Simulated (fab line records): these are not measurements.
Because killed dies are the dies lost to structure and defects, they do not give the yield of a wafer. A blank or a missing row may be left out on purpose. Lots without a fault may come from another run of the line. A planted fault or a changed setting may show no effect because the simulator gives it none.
fab line records	flow berkeley-cmos170
record lots=7	wafers=21	last-day=12
route steps=331 shown M1@238
lots that met no fault: taken from a fault-free run of the same line
start-h: the number of hours between the record's first day and the start of the first shown wafer of the lot	wait-h: hours from the lot's prior step to this one	" same as the row above	L1.1+2: a single row standing in for several wafers	- no value, or no start was given	* or withheld: withheld	< > ~ a bound
route shown NAME@n: a module of which the file shows steps, and the number in the route of the first	usual: the fault-free wafers' mean and standard deviation	same: alike in all rows	chamber/n: place in a boat	sites: each site's reading	_std_site: standard deviation of those values	_edge_site: inner sites' mean taken away from outer sites' mean	radius-mm: how far each site lies from the wafer's centre	mask NAME#n: copy n	behind: the last tool/chamber to shape the wafer	hold: the reason the lot was held/the length of the hold in hours/how it ended	device: names the non-switching transistor (n, p or np)	end of line: the same wafers' tests at the end of the route	for a step that has no rows: nothing shown but its recipe	killed: count of dies lost to structure and defects at first sort (not the wafer's yield)	map: shows each die of a wafer: x if killed, . if not, _ if none is there
set.NAME: the setting as run; set.NAME@STEP: as run at that earlier step	model.NAME: the simulator's own value behind a step, which no gauge read
lots at some steps of the route; a table a step, a row a wafer
services: the hour from which a tool's chamber was out of use, counted from the record's first day as start-h (under 0 if before that day), plus the number of hours and why
## steps
# step UCB170_M1_SPUTTER_00
# recipe material=Al	target-thk-nm=600	time-s=80	power-w=6000	chamber-pressure-pa=0.5
# usual throttle-valve-pct=29.7/0.67
lot.wafer	tool	chamber	start-h	wait-h	throttle-valve-pct
L894.1	pvd-sputter-01	-	185.89	0.0	30.3
L894.4	"	-	"	"	29.0
L894.6	"	-	"	"	29.8
L895.2	pvd-sputter-01	-	187.32	0.0	30.1
L895.3	"	-	"	"	30.7
L895.6	"	-	"	"	30.2
L898.1	pvd-sputter-01	-	205.95	0.0	30.5
L898.2	"	-	"	"	28.7
L898.6	"	-	"	"	29.0
L901.1	pvd-sputter-02	-	214.71	0.0	29.9
L901.2	"	-	"	"	30.4
L901.6	"	-	"	"	28.3
L906.2	pvd-sputter-01	-	246.82	0.0	30.2
L906.3	"	-	"	"	30.3
L906.6	"	-	"	"	30.2
L909.1	pvd-sputter-01	-	259.61	0.0	30.3
L909.4	"	-	"	"	30.3
L909.6	"	-	"	"	30.9
L910.2	pvd-sputter-03	-	259.75	0.0	29.1
L910.4	"	-	"	"	29.9
L910.6	"	-	"	"	29.4
# step UCB170_M1_RS_MEAS_01
# recipe thk-meas-gauge=four-point-probe	reads=Al_of_M1_SPUTTER_00
# usual M1_AL_RS=0.0485/0.00042
lot.wafer	tool	chamber	start-h	wait-h	M1_AL_RS[ohm/sq]
L894.1	film-metro-02	-	185.95	0.0	0.0486
L894.4	"	-	"	"	0.0486
L894.6	"	-	"	"	0.0484
L895.2	film-metro-01	-	187.41	0.1	0.0491
L895.3	"	-	"	"	0.0484
L895.6	"	-	"	"	0.0489
L898.1	film-metro-01	-	206.01	0.0	0.0484
L898.2	"	-	"	"	0.0482
L898.6	"	-	"	"	0.0484
L901.1	film-metro-02	-	214.78	0.0	0.0497
L901.2	"	-	"	"	0.0489
L901.6	"	-	"	"	0.0492
L906.2	film-metro-01	-	246.90	0.1	0.0483
L906.3	"	-	"	"	0.0482
L906.6	"	-	"	"	0.0483
L909.1	film-metro-03	-	259.67	0.0	0.0482
L909.4	"	-	"	"	0.0481
L909.6	"	-	"	"	0.0477
L910.2	film-metro-01	-	259.83	0.1	0.0491
L910.4	"	-	"	"	0.0486
L910.6	"	-	"	"	0.0490
# step UCB170_M1_THK_MEAS_02
# recipe thk-meas-gauge=xrf	reads=Al_of_M1_SPUTTER_00
# usual M1_AL_THK=610/6.1
lot.wafer	tool	chamber	start-h	wait-h	M1_AL_THK[nm]
L894.1	film-metro-02	-	186.07	0.1	610
L894.4	"	-	"	"	603
L894.6	"	-	"	"	608
L895.2	film-metro-01	-	187.52	0.1	600
L895.3	"	-	"	"	611
L895.6	"	-	"	"	606
L898.1	film-metro-01	-	206.13	0.1	609
L898.2	"	-	"	"	611
L898.6	"	-	"	"	612
L901.1	film-metro-02	-	214.90	0.1	598
L901.2	"	-	"	"	603
L901.6	"	-	"	"	602
L906.2	film-metro-01	-	247.01	0.1	613
L906.3	"	-	"	"	617
L906.6	"	-	"	"	615
L909.1	film-metro-03	-	259.79	0.1	617
L909.4	"	-	"	"	614
L909.6	"	-	"	"	619
L910.2	film-metro-01	-	259.94	0.1	603
L910.4	"	-	"	"	606
L910.6	"	-	"	"	606
# step UCB170_M1_COAT_03
# recipe resist=BARC	temp-c=withheld	time-s=withheld	spin-rpm=3000	resist-thk-nm=withheld
# step UCB170_M1_COAT_04
# recipe resist=KrF	spin-rpm=1500	resist-thk-nm=900
# step UCB170_M1_SOFTBAKE_05
# recipe resist=KrF	temp-c=130	time-s=60
# step UCB170_M1_EXPOSE_06
# recipe mask-id=METAL1	target-cd-nm=700	na=0.5	sigma-outer=0.6	source-shape=conventional	dose-mj=21
# step UCB170_M1_PEB_07
# recipe peb-temp-c=130	peb-time-s=withheld	resist=KrF
# step UCB170_M1_DEVELOP_08
# recipe developer=TMAH	develop-time-s=45	resist=KrF	dev-temp-c=21
# step UCB170_M1_CD_MEAS_09
# recipe target-cd-nm=700
# usual cd-nm=699.8/1.7
lot.wafer	tool	chamber	start-h	wait-h	cd-nm
L894.1	cd-sem-01	-	187.60	-	701.9
L894.4	"	-	"	"	702.0
L894.6	"	-	"	"	701.9
L895.2	cd-sem-01	-	188.49	-	698.6
L895.3	"	-	"	"	699.8
L895.6	"	-	"	"	698.5
L898.1	cd-sem-01	-	207.50	-	701.2
L898.2	"	-	"	"	700.9
L898.6	"	-	"	"	701.4
L901.1	cd-sem-02	-	216.11	-	701.0
L901.2	"	-	"	"	700.2
L901.6	"	-	"	"	701.6
L906.2	cd-sem-01	-	248.74	-	700.6
L906.3	"	-	"	"	701.6
L906.6	"	-	"	"	701.7
L909.1	cd-sem-02	-	260.69	-	696.9
L909.4	"	-	"	"	696.1
L909.6	"	-	"	"	696.1
L910.2	cd-sem-01	-	260.97	-	700.5
L910.4	"	-	"	"	700.2
L910.6	"	-	"	"	700.4
# step UCB170_M1_OVL_MEAS_10
# usual M1_OVL=1/4.9
lot.wafer	tool	chamber	start-h	wait-h	M1_OVL[nm]
L894.1	overlay-02	-	187.72	0.1	-9
L894.4	"	-	"	"	-6
L894.6	"	-	"	"	-7
L895.2	overlay-01	-	188.60	0.1	7
L895.3	"	-	"	"	0
L895.6	"	-	"	"	5
L898.1	overlay-02	-	207.62	0.1	0
L898.2	"	-	"	"	-5
L898.6	"	-	"	"	2
L901.1	overlay-01	-	216.23	0.1	-5
L901.2	"	-	"	"	-6
L901.6	"	-	"	"	-2
L906.2	overlay-01	-	248.85	0.1	-1
L906.3	"	-	"	"	-6
L906.6	"	-	"	"	2
L909.1	overlay-01	-	260.81	0.1	0
L909.4	"	-	"	"	0
L909.6	"	-	"	"	-4
L910.2	overlay-02	-	261.08	0.1	7
L910.4	"	-	"	"	6
L910.6	"	-	"	"	13
# step UCB170_M1_ETCH_11
# recipe chemistry=N2/H2	target-depth-a=withheld	overetch-a=withheld	target=BARC	time-s=withheld	source-w=500	bias-w=100	pressure-mtorr=30	n2-flow-sccm=100	h2-flow-sccm=200
# usual drypump-motor-current-A=5.5/0.45	oes-product-au=0.999/0.017	throttle-valve-pct=13.30/0.14
lot.wafer	tool	chamber	start-h	wait-h	drypump-motor-current-A	oes-product-au	throttle-valve-pct
L894.1	rie-diel-03	0	187.75	0.0	5.5	1.012	13.14
L894.4	"	3	"	"	5.1	1.026	13.30
L894.6	"	0	"	"	5.5	0.991	13.13
L895.2	rie-diel-02	0	188.63	0.0	5.1	1.001	13.05
L895.3	"	1	"	"	5.4	1.017	13.23
L895.6	"	2	"	"	5.9	1.024	13.35
L898.1	rie-diel-02	1	207.65	0.0	5.4	1.013	13.23
L898.2	"	0	"	"	5.1	1.008	13.06
L898.6	"	0	"	"	5.0	1.011	13.05
L901.1	rie-diel-02	2	216.27	0.0	6.0	1.015	13.34
L901.2	"	1	"	"	5.4	1.014	13.24
L901.6	"	1	"	"	5.4	1.012	13.24
L906.2	rie-diel-04	0	248.88	0.0	5.2	0.983	13.39
L906.3	"	1	"	"	5.3	0.974	13.38
L906.6	"	1	"	"	5.3	0.982	13.38
L909.1	rie-diel-02	3	260.85	0.0	5.5	1.011	13.18
L909.4	"	0	"	"	5.0	0.997	13.06
L909.6	"	0	"	"	5.0	0.994	13.05
L910.2	rie-diel-04	3	261.11	0.0	5.2	0.991	13.42
L910.4	"	1	"	"	5.3	0.961	13.38
L910.6	"	3	"	"	5.2	0.997	13.43
# step UCB170_M1_METAL_ETCH_12
# recipe chemistry=Cl2/BCl3	target=Al	stop-on=PSG	pressure-mtorr=12	target-depth-a=7800	over-etch-frac=0.3	time-s=130	icp-w=600	bias-w=120	Cl2_flow_sccm=90	bcl3-flow-sccm=45
# usual drypump-motor-current-A=6.0/0.44	oes-product-au=0.847/0.014	run-length-s=158.5/0.37	throttle-valve-pct=24.47/0.15
lot.wafer	tool	chamber	start-h	wait-h	drypump-motor-current-A	oes-product-au	rf-hours-counter-h	run-length-s	throttle-valve-pct	model.M1.feature-depth-nm	model.KrF_of_M1_COAT_04.thk-nm	model.etch.depth-nm
L894.1	rie-metal-01	0	187.80	-	6.1	0.991	4	96.3	24.16	414.9	646.2	414.9
L894.4	"	0	"	"	6.1	0.996	-	96.6	24.16	418.8	642.9	418.8
L894.6	"	0	"	"	6.1	1.009	-	96.5	24.14	416	641.3	416
L895.2	rie-metal-01	1	188.67	-	6.2	0.986	2	97.0	24.31	400.3	658.8	400.3
L895.3	"	1	"	"	6.2	0.973	-	97.0	24.33	401.7	655.5	401.7
L895.6	"	0	"	"	6.1	0.991	-	96.5	24.15	414.8	648.7	414.8
L898.1	rie-metal-01	1	207.69	-	6.2	0.976	2	97.1	24.31	406.5	649.4	406.5
L898.2	"	0	"	"	6.1	1.006	5	96.7	24.15	420	641.5	420
L898.6	"	1	"	"	6.2	0.973	-	97.5	24.31	403.4	652.3	403.4
L901.1	rie-metal-03	1	216.31	-	5.2	0.859	6	158.5	24.57	623.9	438.2	586.4
L901.2	"	0	"	"	5.6	0.831	1	159.1	24.36	631.1	443	594
L901.6	"	0	"	"	5.6	0.836	-	158.9	24.36	630.2	433.4	592.4
L906.2	rie-metal-03	0	248.92	-	5.6	0.838	2	158.2	24.38	641.5	439.9	604
L906.3	"	1	"	"	5.2	0.879	-	158.7	24.57	642.8	440	605.2
L906.6	"	0	"	"	5.6	0.833	-	158.3	24.34	640.4	440.2	602.7
L909.1	rie-metal-03	1	260.89	-	5.2	0.871	7	158.2	24.57	641.7	439.7	604.8
L909.4	"	1	"	"	5.2	0.881	-	158.2	24.57	643.2	443.9	606.6
L909.6	"	0	"	"	5.6	0.839	-	158.5	24.37	646.5	442.4	609.8
L910.2	rie-metal-01	1	261.15	-	6.2	0.833	4	158.8	24.37	631.7	448.5	594.7
L910.4	"	0	"	"	6.1	0.839	-	158.6	24.22	637.2	440.1	599.4
L910.6	"	0	"	"	6.1	0.848	-	158.4	24.24	633.8	432.9	595.7
# step UCB170_M1_STRIP_13
# recipe chemistry=O2	power-w=400	pressure-mtorr=3500	platen-temp-c=withheld	o2-flow-sccm=400	overash-fraction=0.5
# usual drypump-motor-current-A=5.6/0.43	oes-product-au=0.720/0.0047
lot.wafer	tool	chamber	start-h	wait-h	drypump-motor-current-A	oes-product-au	rf-hours-counter-h
L894.1	plasma-asher-03	0	187.93	0.1	5.7	0.731	44
L894.4	"	0	"	"	5.7	0.730	-
L894.6	"	0	"	"	5.7	0.719	-
L895.2	plasma-asher-03	1	188.80	0.1	6.0	0.732	45
L895.3	"	1	"	"	5.9	0.722	-
L895.6	"	1	"	"	6.0	0.723	-
L898.1	plasma-asher-01	0	207.83	0.1	5.1	0.727	10
L898.2	"	1	"	"	6.2	0.725	10
L898.6	"	1	"	"	6.3	0.721	-
L901.1	plasma-asher-04	1	216.44	0.1	5.2	0.720	45
L901.2	"	0	"	"	5.4	0.725	45
L901.6	"	1	"	"	5.2	0.721	-
L906.2	plasma-asher-03	0	249.05	0.1	5.7	0.719	49
L906.3	"	1	"	"	6.0	0.729	-
L906.6	"	1	"	"	6.0	0.721	-
L909.1	plasma-asher-04	1	261.02	0.1	5.2	0.719	50
L909.4	"	1	"	"	5.2	0.724	-
L909.6	"	1	"	"	5.2	0.729	-
L910.2	plasma-asher-01	0	261.28	0.1	5.1	0.721	17
L910.4	"	1	"	"	6.2	0.719	-
L910.6	"	1	"	"	6.2	0.709	-
# step UCB170_M1_CD_MEAS_90
# recipe target-cd-nm=700
# usual cd-nm=700.0/2.2
lot.wafer	tool	chamber	start-h	wait-h	hold	cd-nm
L894.1	cd-sem-01	-	188.03	0.1	await-dispo/0.2h/release	716.1
L894.4	"	-	"	"	await-dispo/0.2h/release	718.2
L894.6	"	-	"	"	await-dispo/0.2h/release	718.3
L894.1	cd-sem-01	-	188.32	0.3	-	715.9
L894.4	"	-	"	"	-	717.9
L894.6	"	-	"	"	-	718.2
L895.2	cd-sem-01	-	188.92	0.1	await-dispo/0.2h/release	713.3
L895.3	"	-	"	"	await-dispo/0.2h/release	716.7
L895.6	"	-	"	"	await-dispo/0.2h/release	712.1
L895.2	cd-sem-01	-	189.21	0.3	-	713.2
L895.3	"	-	"	"	-	716.6
L895.6	"	-	"	"	-	712.3
L898.1	cd-sem-01	-	207.93	0.1	await-dispo/0.2h/release	719.6
L898.2	"	-	"	"	await-dispo/0.2h/release	717.8
L898.6	"	-	"	"	await-dispo/0.2h/release	718.2
L898.1	cd-sem-01	-	208.21	0.3	-	720.2
L898.2	"	-	"	"	-	717.6
L898.6	"	-	"	"	-	717.8
L901.1	cd-sem-02	-	216.54	0.1	-	701.4
L901.2	"	-	"	"	-	699.8
L901.6	"	-	"	"	-	700.6
L906.2	cd-sem-01	-	249.17	0.1	-	701.0
L906.3	"	-	"	"	-	702.3
L906.6	"	-	"	"	-	703.1
L909.1	cd-sem-02	-	261.12	0.1	-	699.9
L909.4	"	-	"	"	-	698.5
L909.6	"	-	"	"	-	697.8
L910.2	cd-sem-02	-	261.40	0.1	-	702.4
L910.4	"	-	"	"	-	701.4
L910.6	"	-	"	"	-	702.9
## services
tool	chamber	start-h	hours	kind
pvd-sputter-03	-	173.29	4.3	repair
rie-diel-03	1	176.01	3.8	repair
pvd-sputter-03	-	182.94	12.2	repair
rie-diel-02	3	188.18	9.8	repair
rie-diel-03	1	188.50	4.7	repair
plasma-asher-03	-	189.73	14.6	pm
pvd-sputter-01	3	204.91	-	consumable-replace:kit
pvd-sputter-01	3	204.91	18.0	scheduled-down
pvd-sputter-01	3	204.91	18.0	vent-cycle
rie-metal-03	-	205.79	1.4	pm
rie-diel-04	3	217.79	7.2	repair
rie-diel-02	3	222.04	-	clean
rie-diel-02	3	222.04	20.6	scheduled-down
rie-diel-02	3	222.04	20.6	vent-cycle
plasma-asher-03	-	226.06	8.7	repair
rie-diel-03	1	229.08	-	clean
rie-diel-03	1	229.08	19.9	scheduled-down
rie-diel-03	1	229.08	19.9	vent-cycle
rie-diel-04	2	233.83	-	clean
rie-diel-04	2	233.83	24.1	scheduled-down
rie-diel-04	2	233.83	24.1	vent-cycle
plasma-asher-01	-	246.68	1.2	repair
rie-diel-02	1	249.88	3.9	repair
plasma-asher-03	-	260.01	22.1	pm
## key
first-sign step=UCB170_M1_METAL_ETCH_12	reading=run-length-s	direction=down	sigmas=99+	usual=*	struck=*
effect step=UCB170_M1_METAL_ETCH_12	reading=oes-product-au	direction=up	sigmas=10	usual=0.847	struck=0.989
effect step=UCB170_M1_CD_MEAS_90	reading=visit	direction=added
effect step=UCB170_M1_CD_MEAS_90	reading=cd-nm	direction=up	sigmas=7.6	usual=700.0	struck=716.7
model-effect step=UCB170_M1_METAL_ETCH_12	value=M1.feature-depth-nm	without=636.9	struck=410.7
met-at UCB170_M1_METAL_ETCH_12
struck-wafers L894.1,L894.4,L894.6,L895.2,L895.3,L895.6,L898.1,L898.2,L898.6
later-rows-left-out L894.1,L894.4,L894.6,L895.2,L895.3,L895.6,L898.1,L898.2,L898.6
sort-left-out L894.1,L894.4,L894.6,L895.2,L895.3,L895.6,L898.1,L898.2,L898.6
fault kind=process-parameter-drift	tool=rie-metal-01	chamber=-	onset-h=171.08	steps=UCB170_M1_METAL_ETCH_12	channel=time-s	offset=*	shape=step	end-h=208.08	acts-in=*	stated=*
# sort-left-out: the simulated sort isn't trusted on such a fault, so these wafers' sort isn't shown, and their yield isn't known
# later-rows-left-out: the simulator's readings of these wafers behind a module that went badly wrong aren't trusted and aren't shown, but for the sort
